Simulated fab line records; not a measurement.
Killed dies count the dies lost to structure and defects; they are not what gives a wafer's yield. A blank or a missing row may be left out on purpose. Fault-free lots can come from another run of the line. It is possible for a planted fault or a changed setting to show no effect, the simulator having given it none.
Comparing a struck lot with a sound one ; flow berkeley cmos170 ; 43 steps out of a route of 331
Sound: the wafers L123.1, L123.3, L123.4. The struck wafers were L126.1, L126.2, L126.6. At the end, the cause is stated.
Order at every step that has rows: each side's tool, ch and its chambers, its first start. Under that, the readings that differ: sound wafers ; struck wafers ; difference of the means ; sigmas: that difference in standard deviations of wafers without a fault.
alike: readings whose means differ by less than 2 such deviations, and words and numbers that are the same on both sides. not compared: withheld readings, readings that some wafer has no value for, bounds like >300 that may hide the same value, and numbers for which the record gives no deviation and whose values overlap.
The two part at a step that has a row with sigmas, a row that says differs or no value, or rows on one side only. Numbers that have no deviation but don't overlap get no sigmas and don't part them. A reading that every wafer of one side lacks parts them only if that side has two wafers or more.

first, 3 steps without rows for these wafers: UCB170_PVT_EXPOSE_03 (exposes mask NWELL, target cd 3000 nm); UCB170_PVT_PEB_04; UCB170_PVT_DEVELOP_05 (develop time 45 s).
UCB170_PVT_OVL_MEAS_06:
  sound: overlay-02 at day 8 03:40; struck: overlay-01 at day 9 00:26
  alike: PVT_OVL
after that, 1 step had no rows for these wafers: UCB170_PVT_IMPLANT_07.
UCB170_PVT_STRIP_08: strips in O2.
  sound on plasma asher-03 ch 0,1, day 8 03:51; struck on plasma asher-03 ch 0,1, day 9 00:37
  alike: drypump motor current A, oes product au, strip time to endpoint s
  not compared: rf hours counter h
UCB170_PVT_TW_MEAS_09:
  sound: film metro-01 at day 8 03:57; struck: film metro-01 at day 9 00:43
  alike: PVT_TW
then, 1 step without rows for these wafers: UCB170_GATE_WET_ETCH_00 (etches SiO2 in dHF, time 200 s).
UCB170_FIELD_THK_MEAS_91:
  sound: film metro-01 at day 8 04:04; struck: film metro-01 at day 9 01:01
  alike: FIELD_OXIDE_LEFT_2_THK
then, 1 step without rows for these wafers: UCB170_GATE_OXIDATION_01 (target thk 6.6 nm, ox time 1800 s).
UCB170_GATE_THK_MEAS_02:
  sound: film metro-04 at day 8 11:30; struck: film metro-01 at day 9 05:48
  alike: GATE_OXIDE_THK
then, 1 step without rows for these wafers: UCB170_GATE_ANNEAL_03 (time 1800 s).
UCB170_GATE_CVD_04: deposits poly-Si from SiH4, time 1440 s, target thk 214 nm.
  sound on lpcvd-02 ch 1, day 8 15:44; struck on lpcvd-02 ch 0, day 9 08:51
reading;sound;struck;difference;sigmas
spike tc centre C (C);613.7 613.2 614.5;600.3 599.1 600.3;-13.9;-10
spike tc load C (C);631.7 632.0 631.2;620.9 622.8 620.6;-10.2;-4
spike tc source C (C);632.2 635.1 633.8;617.6 618.0 619.9;-15.2;-5
susceptor temp C (C);610.38 610.08 609.72;598.18 597.70 598.23;-12.02;-46
model.poly-Si_of_GATE_CVD_04.thk nm (nm);211.2 211 212.5;158.9 158.9 161;-52.0;
UCB170_GATE_THK_MEAS_05:
  sound: film metro-03 at day 8 17:08; struck: film metro-01 at day 9 10:29
reading;sound;struck;difference;sigmas
GATE_POLY_THK (nm);211.2 211.1 212.5;158.9 159.0 161.1;-51.9;-22
  not compared: hold
then, 3 steps without rows for these wafers: UCB170_GATE_COAT_07 (resist thk 900 nm); UCB170_GATE_SOFTBAKE_08 (time 60 s); UCB170_GATE_EXPOSE_09 (exposes mask POLY, target cd 350 nm).
UCB170_GATE_PEB_10:
  sound on litho track-04 ch 0, day 8 17:45; struck on litho track-03 ch 0, day 9 17:44
  alike: plate sensor t centre C, plate sensor t edge C
then, 1 step without rows for these wafers: UCB170_GATE_DEVELOP_11 (develop time 45 s).
UCB170_GATE_CD_MEAS_12: the cd target is 350 nm.
  sound: cd sem-01 at day 8 18:02; struck: cd sem-02 at day 9 18:07
  alike: cd nm
UCB170_GATE_OVL_MEAS_13:
  sound: overlay-01 at day 8 18:09; struck: overlay-02 at day 9 18:14
  alike: GATE_OVL
UCB170_GATE_ETCH_14: etches BARC in N2/H2.
  sound on rie diel-04 ch 0,2,3, day 8 18:11; struck on rie diel-02 ch 0,1,3, day 9 18:16
  alike: drypump motor current A, oes product au, throttle valve pct
UCB170_GATE_ETCH_15: etches poly-Si in HBr/Cl2, stops on SiO2, time 56.3 s, target depth 278.2 nm.
  sound on rie si-01 ch 0,1,3, day 8 18:14; struck on rie si-01 ch 1,2,3, day 9 18:18
reading;sound;struck;difference;sigmas
oes product au (a.u.);0.832 0.811 0.845;0.680 0.682 0.689;-0.146;-12
model.GATE.feature depth nm (nm);211.2 211 212.6;158.9 158.9 161;-52.0;
model.etch.depth nm (nm);211.2 211 212.5;158.9 158.9 161;-52.0;
  alike: drypump motor current A, mfc cl2 sccm, throttle valve pct
  not compared: rf hours counter h
UCB170_GATE_STRIP_16: strips in O2.
  sound on plasma asher-02 ch 0,1, day 8 18:16; struck on plasma asher-02 ch 0,1, day 9 18:21
  alike: drypump motor current A, oes product au
  not compared: rf hours counter h
UCB170_GATE_CD_MEAS_90: the cd target is 350 nm.
  sound: cd sem-01 at day 8 18:22; struck: cd sem-01 at day 9 18:33
  alike: cd nm
then, 7 steps without rows for these wafers: UCB170_GATE_CLEAN_17 (cleans in SPM, time 600 s); UCB170_PLDD_HMDS_00 (prime time 60 s); UCB170_PLDD_COAT_01 (resist thk 900 nm); UCB170_PLDD_SOFTBAKE_02 (time 60 s); UCB170_PLDD_EXPOSE_03 (exposes mask PSELECT, target cd 1200 nm); UCB170_PLDD_PEB_04; UCB170_PLDD_DEVELOP_05 (develop time 45 s).
UCB170_PLDD_CD_MEAS_06: the cd target is 1200 nm.
  sound: cd sem-01 at day 8 20:00; struck: cd sem-01 at day 9 19:47
  alike: cd nm
UCB170_PLDD_OVL_MEAS_07:
  sound: overlay-01 at day 8 20:07; struck: overlay-01 at day 9 19:56
  alike: PLDD_OVL
then, 2 steps without rows for these wafers: UCB170_PLDD_IMPLANT_08; UCB170_PLDD_IMPLANT_09.
UCB170_PLDD_STRIP_10: strips in O2.
  sound on plasma asher-04 ch 0,1, day 8 20:28; struck on plasma asher-04 ch 0,1, day 9 20:24
  alike: drypump motor current A, oes product au, strip time to endpoint s
  not compared: rf hours counter h
UCB170_PLDD_TW_MEAS_11:
  sound: film metro-04 at day 8 20:34; struck: film metro-03 at day 9 20:30
reading;sound;struck;difference;sigmas
PLDD_TW;1017 1014 1013;992 997 991;-21;-2
then, 3 steps without rows for these wafers: UCB170_PLDD_CLEAN_12 (cleans in SPM, time 600 s); UCB170_NLDD_HMDS_00 (prime time 60 s); UCB170_NLDD_COAT_01 (resist thk 900 nm).
UCB170_SILICIDE_PRE_CLEAN_00: preclean etch time 60 s.
  sound: pvd sputter-02 at day 9 13:05; struck: pvd sputter-02 at day 10 08:32
reading;sound;struck;difference;sigmas
model.poly-Si_of_GATE_CVD_04.thk nm (nm);204.4 204.2 205.6;152 152.1 154.2;-52;
after that, 1 step had no rows for these wafers: UCB170_M3_PROBE_99.

== WHERE THEY PART ==
Earliest at UCB170_GATE_CVD_04; latest, in this record, at UCB170_PLDD_TW_MEAS_11.

WHY: what had been put in by the simulator
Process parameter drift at UCB170_GATE_CVD_04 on lpcvd-02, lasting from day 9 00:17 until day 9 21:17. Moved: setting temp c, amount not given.
